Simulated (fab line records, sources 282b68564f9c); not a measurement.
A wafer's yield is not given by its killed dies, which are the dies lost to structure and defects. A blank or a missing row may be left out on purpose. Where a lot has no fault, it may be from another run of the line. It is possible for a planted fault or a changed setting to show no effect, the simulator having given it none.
Lot-split experiment :: flow rit_cmos :: 23 wafers read across 5 lots, on a route 202 steps long

== ON THE SPLIT ==
At RIT_CONTACT_SOFTBAKE_04 (time 60 s), the setting temp_c was moved away from the recipe's 90 C on 6 of the 23 wafers read, by -3.9% to +2.9%. This setting was run at the recipe's value on the other wafers.

== FROM THE SPLIT TO THE READING: what the file shows between them, 2 steps ==
- RIT_CONTACT_EXPOSE_05: exposes mask M11, target cd 1000 nm
- RIT_CONTACT_PEB_06

== THE READING ==
NOVOLAK_of_CONTACT_COAT_03.thk_nm (the simulator's own value, which no gauge read), in nm, at RIT_CONTACT_DEVELOP_07 (develop time 122.4 s). The file gives no usual value for it. Average 998.3 nm, standard deviation 2.1 nm, over the 17 wafers here run with the recipe.

wafer: L074.1
tool, chamber at the split: litho_track-03, 0
temp_c as run, C: 92.27
against the recipe: +2.5%
NOVOLAK_of_CONTACT_COAT_03.thk_nm, nm: 990.8
against lot-mates on the recipe: -4.8

wafer: L074.2
tool, chamber at the split: litho_track-03, 0
temp_c as run, C: 92.27
against the recipe: +2.5%
NOVOLAK_of_CONTACT_COAT_03.thk_nm, nm: 990.2
against lot-mates on the recipe: -5.4

wafer: L074.3
tool, chamber at the split: litho_track-03, 0
temp_c as run, C: 90
against the recipe: recipe
NOVOLAK_of_CONTACT_COAT_03.thk_nm, nm: 992.4
against lot-mates on the recipe: -

wafer: L074.4
tool, chamber at the split: litho_track-03, 0
temp_c as run, C: 90
against the recipe: recipe
NOVOLAK_of_CONTACT_COAT_03.thk_nm, nm: 995.9
against lot-mates on the recipe: -

wafer: L074.5
tool, chamber at the split: litho_track-03, 0
temp_c as run, C: 90
against the recipe: recipe
NOVOLAK_of_CONTACT_COAT_03.thk_nm, nm: 998.5
against lot-mates on the recipe: -

wafer: L075.1
tool, chamber at the split: litho_track-03, 0
temp_c as run, C: 90
against the recipe: recipe
NOVOLAK_of_CONTACT_COAT_03.thk_nm, nm: 999.3
against lot-mates on the recipe: -

wafer: L075.2
tool, chamber at the split: litho_track-03, 0
temp_c as run, C: 90
against the recipe: recipe
NOVOLAK_of_CONTACT_COAT_03.thk_nm, nm: 996.3
against lot-mates on the recipe: -

wafer: L075.3
tool, chamber at the split: litho_track-03, 0
temp_c as run, C: 92.57
against the recipe: +2.9%
NOVOLAK_of_CONTACT_COAT_03.thk_nm, nm: 991.2
against lot-mates on the recipe: -7.3

wafer: L075.4
tool, chamber at the split: litho_track-03, 0
temp_c as run, C: 92.57
against the recipe: +2.9%
NOVOLAK_of_CONTACT_COAT_03.thk_nm, nm: 988.8
against lot-mates on the recipe: -9.7

wafer: L075.5
tool, chamber at the split: litho_track-03, 0
temp_c as run, C: 90
against the recipe: recipe
NOVOLAK_of_CONTACT_COAT_03.thk_nm, nm: 1000
against lot-mates on the recipe: -

wafer: L078.1
tool, chamber at the split: litho_track-03, 0
temp_c as run, C: 90
against the recipe: recipe
NOVOLAK_of_CONTACT_COAT_03.thk_nm, nm: 1001
against lot-mates on the recipe: -

wafer: L078.4
tool, chamber at the split: litho_track-03, 0
temp_c as run, C: 90
against the recipe: recipe
NOVOLAK_of_CONTACT_COAT_03.thk_nm, nm: 1001
against lot-mates on the recipe: -

wafer: L078.6
tool, chamber at the split: litho_track-03, 0
temp_c as run, C: 90
against the recipe: recipe
NOVOLAK_of_CONTACT_COAT_03.thk_nm, nm: 1001
against lot-mates on the recipe: -

wafer: L083.1
tool, chamber at the split: litho_track-04, 0
temp_c as run, C: 90
against the recipe: recipe
NOVOLAK_of_CONTACT_COAT_03.thk_nm, nm: 997.4
against lot-mates on the recipe: -

wafer: L083.3
tool, chamber at the split: litho_track-04, 0
temp_c as run, C: 90
against the recipe: recipe
NOVOLAK_of_CONTACT_COAT_03.thk_nm, nm: 997.7
against lot-mates on the recipe: -

wafer: L083.4
tool, chamber at the split: litho_track-04, 0
temp_c as run, C: 90
against the recipe: recipe
NOVOLAK_of_CONTACT_COAT_03.thk_nm, nm: 996.2
against lot-mates on the recipe: -

wafer: L083.5
tool, chamber at the split: litho_track-04, 0
temp_c as run, C: 90
against the recipe: recipe
NOVOLAK_of_CONTACT_COAT_03.thk_nm, nm: 999.2
against lot-mates on the recipe: -

wafer: L083.6
tool, chamber at the split: litho_track-04, 0
temp_c as run, C: 90
against the recipe: recipe
NOVOLAK_of_CONTACT_COAT_03.thk_nm, nm: 999.1
against lot-mates on the recipe: -

wafer: L085.1
tool, chamber at the split: litho_track-02, 0
temp_c as run, C: 90
against the recipe: recipe
NOVOLAK_of_CONTACT_COAT_03.thk_nm, nm: 998.8
against lot-mates on the recipe: -

wafer: L085.2
tool, chamber at the split: litho_track-02, 0
temp_c as run, C: 90
against the recipe: recipe
NOVOLAK_of_CONTACT_COAT_03.thk_nm, nm: 999
against lot-mates on the recipe: -

wafer: L085.4
tool, chamber at the split: litho_track-02, 0
temp_c as run, C: 86.46
against the recipe: -3.9%
NOVOLAK_of_CONTACT_COAT_03.thk_nm, nm: 1010
against lot-mates on the recipe: +11.2

wafer: L085.5
tool, chamber at the split: litho_track-02, 0
temp_c as run, C: 86.46
against the recipe: -3.9%
NOVOLAK_of_CONTACT_COAT_03.thk_nm, nm: 1008
against lot-mates on the recipe: +9.2

wafer: L085.6
tool, chamber at the split: litho_track-02, 0
temp_c as run, C: 90
against the recipe: recipe
NOVOLAK_of_CONTACT_COAT_03.thk_nm, nm: 998.7
against lot-mates on the recipe: -

THE FIT
A straight line over all 23 wafers: NOVOLAK_of_CONTACT_COAT_03.thk_nm changes by -2.85 nm for each +1% of temp_c; r = -0.92; the points scatter about the line by 2 nm.
The same after taking each lot's own level away (the mean of its wafers on the recipe; 23 wafers): -2.58 nm for each +1%; r = -0.95; scatter 1.5 nm.
Per that fit: largest temp_c move, reading shift of 10 nm.
From 995.60 to 1001.00 nm: that is the span of the lots' own levels, equal to 2.5 times the standard deviation above.
In other words, the slope is changed by the lot-to-lot level; the two fits disagree.
Check: with one of the wafers moved furthest among these (-3.9%) left out of the fit, the line predicts +9.68 nm for it against its lot-mates. Against them it came out at +11.2 nm.

== OTHER SPLITS ON THESE WAFERS ==
Before the reading, these wafers also passed through other splits. Each is held against what the fit with the lots' levels taken away leaves over:
other split on the same wafers: RIT_NLDD_COAT_01 spin_rpm
wafers away from the commonest value: 7
r with NOVOLAK_of_CONTACT_COAT_03.thk_nm (lot level and that fit taken away): +0.15

other split on the same wafers: RIT_NLDD_IMPLANT_08 energy_kev
wafers away from the commonest value: 7
r with NOVOLAK_of_CONTACT_COAT_03.thk_nm (lot level and that fit taken away): +0.01

other split on the same wafers: RIT_SPACER_ETCHBACK_05 time_s
wafers away from the commonest value: 11
r with NOVOLAK_of_CONTACT_COAT_03.thk_nm (lot level and that fit taken away): -0.01

other split on the same wafers: RIT_PSD_IMPLANT_08 energy_kev
wafers away from the commonest value: 8
r with NOVOLAK_of_CONTACT_COAT_03.thk_nm (lot level and that fit taken away): +0.09

== FILE'S OWN FIT ==
NOVOLAK_of_CONTACT_COAT_03.thk_nm changes by -2.61 nm for each +1% of temp_c, r = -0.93.
